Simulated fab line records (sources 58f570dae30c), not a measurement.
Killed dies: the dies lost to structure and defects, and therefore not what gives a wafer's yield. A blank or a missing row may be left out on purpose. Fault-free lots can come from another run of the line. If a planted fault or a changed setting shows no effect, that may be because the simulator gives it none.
The same fault as seen by 2 desks | flow berkeley_cmos170 | only its own numbers are on each desk; what lay behind them is given at the end

== AT THE METROLOGY DESK ==
Lot by lot, what the gauges showed, no matter which tool ran the lot: averages of those sampled wafers that carry a number. If a lot's mean is further than 4 standard deviations from the usual mean, the lot is out of limits and carries the mark OUT (the distance appears in the brackets).
Columns: A = M1_OVL at UCB170_M1_OVL_MEAS_10, usual -3 nm; B = V1_POLISHED_THK at UCB170_V1_THK_MEAS_04, usual 1000.3 nm; C = cd_nm at UCB170_V1_CD_MEAS_12, usual 700.3 nm
lot  | first seen here | A  | B      | C
L422 | day 7 00:27     | -8 | 999.7  | 697.9
L423 | day 7 04:24     | -9 | 1000.2 | 700.7
L424 | day 7 05:16     | -5 | 998.6  | 699.7
L426 | day 7 16:35     | -8 | 1000.0 | 699.9
L427 | day 7 16:37     | 6  | 999.6  | 702.8
L425 | day 7 16:54     | 5  | 1000.0 | 698.4
L428 | day 8 03:53     | -3 | 1000.7 | 699.5
L432 | day 8 22:12     | -1 | 1000.2 | 699.6
L431 | day 8 23:40     | -3 | 998.7  | 700.9
L433 | day 9 09:23     | -2 | 1000.1 | 698.1
L434 | day 9 10:20     | 1  | 999.8  | 700.1
L435 | day 10 01:58    | 7  | 1000.8 | 699.6
L443 | day 11 08:57    | -7 | 1002.3 | 699.7
L444 | day 12 02:15    | -4 | 1000.6 | 699.6
This desk's finding: nothing out of limits on any of the 14 lots.

== THE TOOL OWNER'S DESK: rie_diel-04 ==
The tool's own readings at UCB170_V1_ETCH_14 (etches SiO2 in CHF3/CF4/Ar, stops on Al, target depth 1250 nm, time 291 s): means of the sampled wafers that have a number, for each lot that ran on this tool. If a lot's mean is further than 4 standard deviations from the usual mean, the lot is out of limits and carries the mark OUT (the distance appears in the brackets).
Columns: A = drypump_motor_current_A at UCB170_V1_ETCH_14, usual 5.7 A; B = oes_product_au at UCB170_V1_ETCH_14, usual 0.870 a.u.; C = throttle_valve_pct at UCB170_V1_ETCH_14, usual 6.93 %
lot  | first seen here | A   | B     | C
L423 | day 7 10:22     | 5.9 | 0.865 | 6.98
L427 | day 8 00:58     | 5.8 | 0.876 | 7.05
L431 | day 9 06:17     | 6.1 | 0.877 | 6.97
L434 | day 9 17:08     | 6.0 | 0.867 | 7.00
L435 | day 10 10:09    | 6.1 | 0.861 | 6.93
This desk's finding: nothing out of limits on any of the 5 lots.

== ALL TOGETHER ==
The metrology desk saw nothing out of limits.
Nothing out of limits was seen by the tool owner's desk.

== WHAT THE SIMULATOR HAD INSERTED ==
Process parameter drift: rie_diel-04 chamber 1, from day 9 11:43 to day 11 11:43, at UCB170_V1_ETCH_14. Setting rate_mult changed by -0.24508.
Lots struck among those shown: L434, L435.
